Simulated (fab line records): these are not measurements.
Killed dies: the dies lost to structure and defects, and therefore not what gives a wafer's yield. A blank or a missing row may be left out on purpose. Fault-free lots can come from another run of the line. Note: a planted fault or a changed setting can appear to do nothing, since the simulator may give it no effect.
8D (eight disciplines) problem report, filled in by code | flow berkeley_cmos170 | the parts of the form that need people (team, actions taken, sign-off) are left out

1. THE PROBLEM
Mean of prime_temp_c at UCB170_M3_HMDS_04: 101.07 C across 9 wafers in 3 lots; on wafers with no fault it is 99.95 C (standard deviation 0.14). Relative to the usual mean, that is a shift of +8.0 standard deviations.
The step: prime time 60 s.
First observed at day 9 22:37: wafer L168.2, on litho_track-04. The record holds 45 wafers of 15 lots with a number at this step. By rule, "out" or "out of limits" means more than 4 standard deviations away from the usual mean. The other wafers with a number count as sound.

2. WHAT IT IS AND WHAT IT IS NOT
question                    | is                     | is not
which readings at this step | prime_temp_c           | -
which lots                  | L168, L172, L174       | L165, L166, L167, L169, L170, L180, L183, L184, L185, L186, L187, L188
which wafers of those lots  | all that have a number | -
read on which tools         | litho_track-04         | litho_track-02, litho_track-03
when                        | from day 9 22:37       | up to then (15 sound wafers); but 21 sound wafers of L180, L183, L184, L185, L186, L187, L188 came after

3. THE SUSPECTS, EACH WITH WHAT RULES IT OUT
Counting: any tool at a process step up to the reading is kept as a suspect provided that every lot that is out went through it and no sound lot did after the first of them.
- litho_track-04 at UCB170_M3_HMDS_04 (prime time 60 s): ruled out as a lasting fault. Following L168 (day 9 22:37), the first lot on it that is out, the sound lots L185, L184 were run on it.
Left after counting: nothing in the record.

4. THE CAUSE (what the simulator had put in)
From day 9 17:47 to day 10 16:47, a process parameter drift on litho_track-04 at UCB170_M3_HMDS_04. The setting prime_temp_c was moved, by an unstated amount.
Counting ruled it out, wrongly.

5. THE CHAIN OF EFFECTS, in route order
Rows list readings where the struck wafers' mean (over those with a number) sits beyond 3 standard deviations from the usual. Only readings for which the record gives a usual standard deviation are gone through. hours: the time from each lot's start at the first step in this table that gives one to its start at this step, as a median over the lots. sigmas: the change in usual standard deviations.
hours | step              | reading      | usual   | on struck wafers | change | sigmas
0     | UCB170_M3_HMDS_04 | prime_temp_c | 99.95 C | 101.07           | +1.12  | +8.0
Its process steps:
- UCB170_M3_HMDS_04: prime time 60 s.

6. HOW IT WOULD HAVE BEEN CAUGHT EARLIER
The fault began at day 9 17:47; the first out-of-limits reading in this record came at day 9 22:37, 5 hours later.
